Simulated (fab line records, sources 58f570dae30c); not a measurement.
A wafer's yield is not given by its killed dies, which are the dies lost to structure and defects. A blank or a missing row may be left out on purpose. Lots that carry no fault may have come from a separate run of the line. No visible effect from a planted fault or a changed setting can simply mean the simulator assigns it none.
Chamber matching ; flow berkeley-cmos170 ; wet-bench-01 running UCB170_NVT_CLEAN_10: 4 sister chambers
The step cleans in SPM, time 600 s. 20 wafers are shown with their chamber, then 10 later ones without.

WAFERS WITH THEIR CHAMBER
wafer;chamber;bath-guard-temp-C (C);bath-heat-duty-pct (%)
L661.1;3;119.6;15.7
L661.2;3;119.5;15.3
L661.5;3;119.5;14.3
L660.1;2;120.6;15.9
L660.3;2;120.6;18.7
L660.4;2;120.1;16.5
L664.1;0;120.4;13.8
L664.4;0;120.1;14.0
L664.6;0;120.0;14.7
L665.1;0;119.8;14.0
L665.5;0;120.1;14.8
L665.6;0;120.0;14.5
L667.1;2;120.2;16.3
L667.2;2;120.6;16.0
L667.5;2;120.5;16.0
L666.4;1;119.7;14.7
L666.5;1;119.9;14.5
L666.6;1;119.4;14.0
L668.1;2;120.2;17.0
L668.2;2;120.6;17.3

SIGNATURES, as means of the wafers listed above
reading;chamber 0;chamber 1;chamber 2;chamber 3;scatter within a chamber
bath-guard-temp-C;120.067;119.667;120.425;119.533;0.203
bath-heat-duty-pct;14.300;14.400;16.712;15.100;0.727
Rule: a wafer lies at a distance from a chamber equal to the root of the sum of squares, over the readings, of (its reading less the chamber's mean, divided by the reading's scatter). The wafer belongs to the nearest chamber; if the next one is less than 2 further off, it can't be placed. The scatter: the root of (the sum of the squares of (reading less its chamber's mean) over the shown wafers, divided by (wafers less chambers)).

WAFERS MISSING THEIR CHAMBER
wafer;bath-guard-temp-C (C);bath-heat-duty-pct (%)
L668.4;120.4;16.6
L669.2;120.2;14.2
L669.3;119.9;14.2
L669.4;120.4;13.9
L670.1;119.7;14.1
L670.2;120.3;14.8
L670.5;119.9;14.1
L671.1;120.0;14.5
L671.2;119.7;12.3
L671.5;119.9;14.1

THE CHAMBER EACH PASSED THROUGH
wafer;from the rows above;in truth
L668.4;2;2
L669.2;can't be placed: 0 or 1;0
L669.3;can't be placed: 0 or 1 or 3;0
L669.4;can't be placed: 0 or 1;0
L670.1;can't be placed: 1 or 3 or 0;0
L670.2;can't be placed: 0 or 2 or 1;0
L670.5;can't be placed: 0 or 1 or 3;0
L671.1;can't be placed: 0 or 1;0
L671.2;can't be placed: 1 or 0 or 3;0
L671.5;can't be placed: 0 or 1 or 3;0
Correctly placed: 1 of 10. Unplaceable from these rows: 9, with the true chamber sitting among the candidates in 9. Wrongly placed: 0.
